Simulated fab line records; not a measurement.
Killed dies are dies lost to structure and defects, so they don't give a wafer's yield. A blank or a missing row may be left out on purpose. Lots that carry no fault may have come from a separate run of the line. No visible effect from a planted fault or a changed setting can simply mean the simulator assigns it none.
The tool behind it: which one? :: flow berkeley_cmos170 :: 12 lots with 36 wafers sampled at 6 steps, on a route of 331 steps

== WHAT THE GAUGES SHOWED, per wafer ==
UCB170_ACTIVE_OVL_MEAS_14.
lot: L942
measured: day 5 01:11
on: overlay-01
ACTIVE_OVL (nm): -2 1 -7

lot: L943
measured: day 5 06:44
on: overlay-02
ACTIVE_OVL (nm): -6 -5 -9

lot: L949
measured: day 6 18:32
on: overlay-02
ACTIVE_OVL (nm): -8 0 -11

lot: L950
measured: day 7 02:49
on: overlay-02
ACTIVE_OVL (nm): -1 8 -2

lot: L955
measured: day 7 23:04
on: overlay-02
ACTIVE_OVL (nm): -9 -8 -11

lot: L957
measured: day 8 03:53
on: overlay-02
ACTIVE_OVL (nm): -8 -19 -9

lot: L956
measured: day 8 03:59
on: overlay-02
ACTIVE_OVL (nm): -4 -6 -3

lot: L958
measured: day 9 02:18
on: overlay-01
ACTIVE_OVL (nm): -9 -14 -8

lot: L959
measured: day 9 02:28
on: overlay-02
ACTIVE_OVL (nm): -10 -11 -10

lot: L961
measured: day 9 02:52
on: overlay-02
ACTIVE_OVL (nm): -5 -3 -6

lot: L960
measured: day 9 09:04
on: overlay-01
ACTIVE_OVL (nm): -11 -7 -10

lot: L962
measured: day 9 09:10
on: overlay-01
ACTIVE_OVL (nm): -4 -12 -8

UCB170_GATE_THK_MEAS_05.
lot: L942
measured: day 7 15:32
on: film_metro-02
GATE_POLY_THK (nm): 215.0 214.8 213.3

lot: L943
measured: day 7 15:29
on: film_metro-04
GATE_POLY_THK (nm): 213.9 215.3 216.0

lot: L949
measured: day 8 22:59
on: film_metro-02
GATE_POLY_THK (nm): 211.8 208.9 211.5

lot: L950
measured: day 9 05:20
on: film_metro-02
GATE_POLY_THK (nm): 215.4 216.0 215.1

lot: L955
measured: day 10 05:13
on: film_metro-02
GATE_POLY_THK (nm): 215.7 217.5 216.1

lot: L957
measured: day 10 05:11
on: film_metro-01
GATE_POLY_THK (nm): 214.6 215.6 217.1

lot: L956
measured: day 10 05:13
on: film_metro-04
GATE_POLY_THK (nm): 213.4 213.8 213.2

lot: L958
measured: day 11 06:59
on: film_metro-04
GATE_POLY_THK (nm): 211.9 213.2 212.7

lot: L959
measured: day 11 07:00
on: film_metro-01
GATE_POLY_THK (nm): 214.2 214.0 213.5

lot: L961
measured: day 11 07:04
on: film_metro-02
GATE_POLY_THK (nm): 215.8 215.9 214.6

lot: L960
measured: day 11 11:17
on: film_metro-01
GATE_POLY_THK (nm): 212.4 212.8 212.4

lot: L962
measured: day 11 11:16
on: film_metro-02
GATE_POLY_THK (nm): 215.8 214.9 214.6

UCB170_M2_CD_MEAS_90 targets a cd of 700 nm.
lot: L942
measured: day 9 02:24
on: cd_sem-01
cd_nm (nm): 693 699 696

lot: L943
measured: day 8 22:45
on: cd_sem-01
cd_nm (nm): 695 697 692

lot: L949
measured: day 10 05:21
on: cd_sem-02
cd_nm (nm): 719 723 722

lot: L950
measured: day 10 17:44
on: cd_sem-01
cd_nm (nm): 722 722 720

lot: L955
measured: day 11 18:44
on: cd_sem-02
cd_nm (nm): 697 702 698

lot: L957
measured: day 11 14:43
on: cd_sem-02
cd_nm (nm): 700 703 700

lot: L956
measured: day 11 15:23
on: cd_sem-01
cd_nm (nm): 699 711 701

lot: L958
measured: day 12 18:26
on: cd_sem-02
cd_nm (nm): 701 696 699

lot: L959
measured: day 12 14:14
on: cd_sem-02
cd_nm (nm): 698 699 696

lot: L961
measured: day 12 16:37
on: cd_sem-02
cd_nm (nm): 702 697 702

lot: L960
measured: day 13 04:07
on: cd_sem-02
cd_nm (nm): 698 700 701

lot: L962
measured: day 12 21:01
on: cd_sem-01
cd_nm (nm): 704 699 706

== TOOL THAT RAN EACH LOT (tool first, then ch and the chambers of the sampled wafers, then the start) ==
lot: L942
UCB170_NVT_STRIP_08: plasma_asher-01 ch 0,1, day 6 21:07
UCB170_M2_METAL_ETCH_18: rie_metal-02 ch 0,1, day 9 02:07
UCB170_M2_STRIP_19: plasma_asher-01 ch 0,1, day 9 02:18

lot: L943
UCB170_NVT_STRIP_08: plasma_asher-03 ch 0,1, day 6 21:23
UCB170_M2_METAL_ETCH_18: rie_metal-03 ch 0, day 8 22:28
UCB170_M2_STRIP_19: plasma_asher-04 ch 0,1, day 8 22:39

lot: L949
UCB170_NVT_STRIP_08: plasma_asher-01 ch 0,1, day 8 07:33
UCB170_M2_METAL_ETCH_18: rie_metal-02 ch 0, day 10 04:58
UCB170_M2_STRIP_19: plasma_asher-04 ch 0,1, day 10 05:14

lot: L950
UCB170_NVT_STRIP_08: plasma_asher-02 ch 0,1, day 8 13:38
UCB170_M2_METAL_ETCH_18: rie_metal-02 ch 0,1, day 10 17:28
UCB170_M2_STRIP_19: plasma_asher-01 ch 0,1, day 10 17:38

lot: L955
UCB170_NVT_STRIP_08: plasma_asher-01 ch 0,1, day 9 12:20
UCB170_M2_METAL_ETCH_18: rie_metal-01 ch 0,1, day 11 18:26
UCB170_M2_STRIP_19: plasma_asher-01 ch 0,1, day 11 18:38

lot: L957
UCB170_NVT_STRIP_08: plasma_asher-02 ch 0,1, day 9 17:17
UCB170_M2_METAL_ETCH_18: rie_metal-01 ch 0,1, day 11 14:26
UCB170_M2_STRIP_19: plasma_asher-04 ch 0,1, day 11 14:36

lot: L956
UCB170_NVT_STRIP_08: plasma_asher-03 ch 0,1, day 9 17:29
UCB170_M2_METAL_ETCH_18: rie_metal-03 ch 0,1, day 11 15:06
UCB170_M2_STRIP_19: plasma_asher-01 ch 0,1, day 11 15:17

lot: L958
UCB170_NVT_STRIP_08: plasma_asher-01 ch 0,1, day 10 14:44
UCB170_M2_METAL_ETCH_18: rie_metal-01 ch 0,1, day 12 18:08
UCB170_M2_STRIP_19: plasma_asher-03 ch 0,1, day 12 18:20

lot: L959
UCB170_NVT_STRIP_08: plasma_asher-02 ch 0,1, day 10 14:40
UCB170_M2_METAL_ETCH_18: rie_metal-01 ch 0,1, day 12 13:55
UCB170_M2_STRIP_19: plasma_asher-03 ch 0,1, day 12 14:07

lot: L961
UCB170_NVT_STRIP_08: plasma_asher-02 ch 0,1, day 10 14:56
UCB170_M2_METAL_ETCH_18: rie_metal-01 ch 0,1, day 12 16:21
UCB170_M2_STRIP_19: plasma_asher-03 ch 0,1, day 12 16:31

lot: L960
UCB170_NVT_STRIP_08: plasma_asher-01 ch 0,1, day 10 21:31
UCB170_M2_METAL_ETCH_18: rie_metal-01 ch 0,1, day 13 03:50
UCB170_M2_STRIP_19: plasma_asher-04 ch 0,1, day 13 04:00

lot: L962
UCB170_NVT_STRIP_08: plasma_asher-03 ch 1, day 10 21:44
UCB170_M2_METAL_ETCH_18: rie_metal-03 ch 0,1, day 12 20:44
UCB170_M2_STRIP_19: plasma_asher-04 ch 0,1, day 12 20:55
- UCB170_NVT_STRIP_08: strips in O2.
- UCB170_M2_METAL_ETCH_18: etches Al in Cl2/BCl3, stops on SiO2, target depth 1170 nm, time 195 s.
- UCB170_M2_STRIP_19: strips in O2.

== WHAT THE TOOLS THEMSELVES READ (means of the sampled wafers that have a number; where no wafer has one, the mark that the record gives instead) ==
UCB170_NVT_STRIP_08.
lot: L942
tool: plasma_asher-01
drypump_motor_current_A (A): 6.0
oes_product_au (a.u.): 0.733
strip_time_to_endpoint_s (s): 21.66

lot: L943
tool: plasma_asher-03
drypump_motor_current_A (A): 5.5
oes_product_au (a.u.): 0.732
strip_time_to_endpoint_s (s): 21.78

lot: L949
tool: plasma_asher-01
drypump_motor_current_A (A): 5.6
oes_product_au (a.u.): 0.738
strip_time_to_endpoint_s (s): 21.63

lot: L950
tool: plasma_asher-02
drypump_motor_current_A (A): 6.0
oes_product_au (a.u.): 0.737
strip_time_to_endpoint_s (s): 21.64

lot: L955
tool: plasma_asher-01
drypump_motor_current_A (A): 5.6
oes_product_au (a.u.): 0.736
strip_time_to_endpoint_s (s): 21.60

lot: L957
tool: plasma_asher-02
drypump_motor_current_A (A): 6.0
oes_product_au (a.u.): 0.738
strip_time_to_endpoint_s (s): 21.63

lot: L956
tool: plasma_asher-03
drypump_motor_current_A (A): 5.4
oes_product_au (a.u.): 0.732
strip_time_to_endpoint_s (s): 21.59

lot: L958
tool: plasma_asher-01
drypump_motor_current_A (A): 6.0
oes_product_au (a.u.): 0.733
strip_time_to_endpoint_s (s): 21.64

lot: L959
tool: plasma_asher-02
drypump_motor_current_A (A): 6.0
oes_product_au (a.u.): 0.735
strip_time_to_endpoint_s (s): 21.65

lot: L961
tool: plasma_asher-02
drypump_motor_current_A (A): 6.1
oes_product_au (a.u.): 0.732
strip_time_to_endpoint_s (s): 21.69

lot: L960
tool: plasma_asher-01
drypump_motor_current_A (A): 5.6
oes_product_au (a.u.): 0.731
strip_time_to_endpoint_s (s): 21.59

lot: L962
tool: plasma_asher-03
drypump_motor_current_A (A): 4.9
oes_product_au (a.u.): 0.734
strip_time_to_endpoint_s (s): 21.67

UCB170_M2_METAL_ETCH_18.
lot: L942
tool: rie_metal-02
drypump_motor_current_A (A): 5.3
oes_product_au (a.u.): 0.847
throttle_valve_pct (%): 24.58

lot: L943
tool: rie_metal-03
drypump_motor_current_A (A): 5.9
oes_product_au (a.u.): 0.832
throttle_valve_pct (%): 24.87

lot: L949
tool: rie_metal-02
drypump_motor_current_A (A): 6.3
oes_product_au (a.u.): 0.769
throttle_valve_pct (%): 24.57

lot: L950
tool: rie_metal-02
drypump_motor_current_A (A): 5.7
oes_product_au (a.u.): 0.763
throttle_valve_pct (%): 24.60

lot: L955
tool: rie_metal-01
drypump_motor_current_A (A): 5.7
oes_product_au (a.u.): 0.864
throttle_valve_pct (%): 24.57

lot: L957
tool: rie_metal-01
drypump_motor_current_A (A): 5.9
oes_product_au (a.u.): 0.850
throttle_valve_pct (%): 24.50

lot: L956
tool: rie_metal-03
drypump_motor_current_A (A): 6.1
oes_product_au (a.u.): 0.849
throttle_valve_pct (%): 24.63

lot: L958
tool: rie_metal-01
drypump_motor_current_A (A): 5.7
oes_product_au (a.u.): 0.853
throttle_valve_pct (%): 24.56

lot: L959
tool: rie_metal-01
drypump_motor_current_A (A): 5.7
oes_product_au (a.u.): 0.866
throttle_valve_pct (%): 24.56

lot: L961
tool: rie_metal-01
drypump_motor_current_A (A): 5.9
oes_product_au (a.u.): 0.843
throttle_valve_pct (%): 24.50

lot: L960
tool: rie_metal-01
drypump_motor_current_A (A): 5.9
oes_product_au (a.u.): 0.856
throttle_valve_pct (%): 24.49

lot: L962
tool: rie_metal-03
drypump_motor_current_A (A): 6.2
oes_product_au (a.u.): 0.861
throttle_valve_pct (%): 24.41

UCB170_M2_STRIP_19.
lot: L942
tool: plasma_asher-01
drypump_motor_current_A (A): 6.0
oes_product_au (a.u.): 0.543

lot: L943
tool: plasma_asher-04
drypump_motor_current_A (A): 5.2
oes_product_au (a.u.): 0.552

lot: L949
tool: plasma_asher-04
drypump_motor_current_A (A): 5.1
oes_product_au (a.u.): 0.723

lot: L950
tool: plasma_asher-01
drypump_motor_current_A (A): 5.5
oes_product_au (a.u.): 0.718

lot: L955
tool: plasma_asher-01
drypump_motor_current_A (A): 5.6
oes_product_au (a.u.): 0.543

lot: L957
tool: plasma_asher-04
drypump_motor_current_A (A): 5.3
oes_product_au (a.u.): 0.543

lot: L956
tool: plasma_asher-01
drypump_motor_current_A (A): 5.6
oes_product_au (a.u.): 0.544

lot: L958
tool: plasma_asher-03
drypump_motor_current_A (A): 6.0
oes_product_au (a.u.): 0.544

lot: L959
tool: plasma_asher-03
drypump_motor_current_A (A): 5.5
oes_product_au (a.u.): 0.541

lot: L961
tool: plasma_asher-03
drypump_motor_current_A (A): 5.5
oes_product_au (a.u.): 0.535

lot: L960
tool: plasma_asher-04
drypump_motor_current_A (A): 5.2
oes_product_au (a.u.): 0.535

lot: L962
tool: plasma_asher-04
drypump_motor_current_A (A): 5.3
oes_product_au (a.u.): 0.553

== THE ANSWER, worked out from the rows above alone ==
Rule: the lots themselves supply what counts as usual. Put in order of their means at a reading, lots are off if they are a third of the lots or fewer, leave a main group of 4 or more, and stand apart from it by a gap of 3 or more times the standard deviation of the main group's means; of several such gaps the widest counts. A main group whose means are all the same, to the digits that the tables above print for the reading, isn't used. A lot without any number at a reading at which 4 lots or more have one is off too. Where the step has rows for the other lots, those lots are counted as sound. Order of review: gauges by route order, followed by the tools' own readings, for which a lot's mean as printed above is used. The first step at which some lot is off is used, and at that step the reading that is off furthest; a lot without a number counts as furthest.
Off: L949, L950, at UCB170_M2_CD_MEAS_90 (cd_nm). The main group has a mean of 699 nm with a standard deviation of 2.7.
A tool fits if, at a process step before that reading, it ran every lot that is off, and no sound lot after the first of them. The gauges at UCB170_M2_CD_MEAS_90 aren't tried: what is off there is off at UCB170_M2_METAL_ETCH_18 too, on other tools, and a gauge's error can't cause that. One fits: rie_metal-02 at UCB170_M2_METAL_ETCH_18. A fault onset in the window from L942 (day 9 02:07, its last sound lot) to L949 (day 10 04:58, its first lot off) fits.
The tool's own readings at UCB170_M2_METAL_ETCH_18 bear it out: on the lots that are off they differ by more than 5 times the standard deviation of the sound lots' means. oes_product_au reads 0.766 a.u. there against 0.852 a.u. on the sound lots.

== WHAT THE SIMULATOR HAD INSERTED ==
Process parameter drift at UCB170_M2_METAL_ETCH_18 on rie_metal-02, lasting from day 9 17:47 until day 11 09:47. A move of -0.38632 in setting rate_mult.
Shown lots that were struck: L949, L950. The rule above reached the same finding.
